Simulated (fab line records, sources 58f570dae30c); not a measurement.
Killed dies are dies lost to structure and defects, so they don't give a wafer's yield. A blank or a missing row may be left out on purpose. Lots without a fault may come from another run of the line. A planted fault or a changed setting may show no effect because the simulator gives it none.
Problem report in the 8D (eight disciplines) form, filled by code | flow berkeley_cmos170 | the parts of the form that need people (team, actions taken, sign-off) are left out

1. THE PROBLEM
NVT_TW at UCB170_NVT_TW_MEAS_09 reads a mean of 487 on 6 wafers of 2 lots; wafers without a fault read 523 with a standard deviation of 4.4. That is -8.2 standard deviations from the usual mean.
First seen on wafer L257.2, day 10 19:07, on film_metro-02. The record holds 42 wafers of 14 lots with a number at this step. Rule for "out", or "out of limits": more than 4 standard deviations from the usual mean. The other wafers with a number count as sound.

2. WHAT IT IS AND WHAT IT IS NOT
question                    | is                           | is not
which readings at this step | NVT_TW                       | -
which lots                  | L257, L260                   | L244, L245, L246, L247, L248, L250, L252, L261, L262, L263, L265, L266
which wafers of those lots  | all that have a number       | -
read on which gauges        | film_metro-02, film_metro-04 | film_metro-01
when                        | from day 10 19:07            | up to then (21 sound wafers); but 15 sound wafers of L261, L262, L263, L265, L266 came after

3. SUSPECTS, AND WHAT RULES EACH OUT
Counting: a tool at a process step up to the reading stays a suspect if it ran every lot that is out and no sound lot after the first of them.
- the gauge at UCB170_NVT_TW_MEAS_09: ruled out. The wafers that are out were read on 2 gauges (film_metro-02, film_metro-04).
- implanter-01 at UCB170_NVT_IMPLANT_07: kept. It ran every lot that is out, first L257 (day 10 18:53), and no sound lot after that; its last sound lot up to then is L252 (day 9 11:00). Its own readings are out on those wafers: dose_ions_cm2, faraday_current_uA.
Left after counting: implanter-01 at UCB170_NVT_IMPLANT_07.

4. THE CAUSE (what the simulator had put in)
Process parameter drift: implanter-01, from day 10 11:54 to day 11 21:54, at UCB170_NVT_IMPLANT_07. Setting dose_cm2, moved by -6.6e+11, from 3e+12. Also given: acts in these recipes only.
Counting left only this tool.

5. THE CHAIN OF EFFECTS, in route order
Each row: a reading whose mean over the struck wafers that have a number lies more than 3 standard deviations from the usual. Only readings for which the record gives a usual standard deviation are gone through. hours: the time from each lot's start at the first step in this table that gives one to its start at this step, as a median over the lots. sigmas: the change in usual standard deviations.
hours | step                  | reading            | usual | on struck wafers | change | sigmas
0     | UCB170_NVT_IMPLANT_07 | dose_ions_cm2      | 3e+12 | 2e+12            | -7e+11 | -99 or more
0     | UCB170_NVT_IMPLANT_07 | faraday_current_uA | 9.50  | 7.30             | -2.20  | -12
0     | UCB170_NVT_TW_MEAS_09 | NVT_TW             | 523   | 487              | -36    | -8.2
The process steps in it:
- UCB170_NVT_IMPLANT_07
Later measuring or inspecting steps at which every struck wafer that the step has a row for has a number for every such reading, and none has moved that far: UCB170_PVT_OVL_MEAS_06, UCB170_FIELD_THK_MEAS_91.

6. WHAT WOULD HAVE CAUGHT IT SOONER
In this record the first reading out of limits at a measuring or inspecting step was taken at day 10 19:07, 7 hours after the fault began at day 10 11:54.
The tool's own readings at UCB170_NVT_IMPLANT_07 were out on every struck wafer that the step has a row for (dose_ions_cm2, faraday_current_uA): an alarm limit on them would have fired on the first of those.
Of the lots that are out (2), L260 began UCB170_NVT_IMPLANT_07 on implanter-01 after day 10 19:07. A hold on the tool at that time would have spared it.
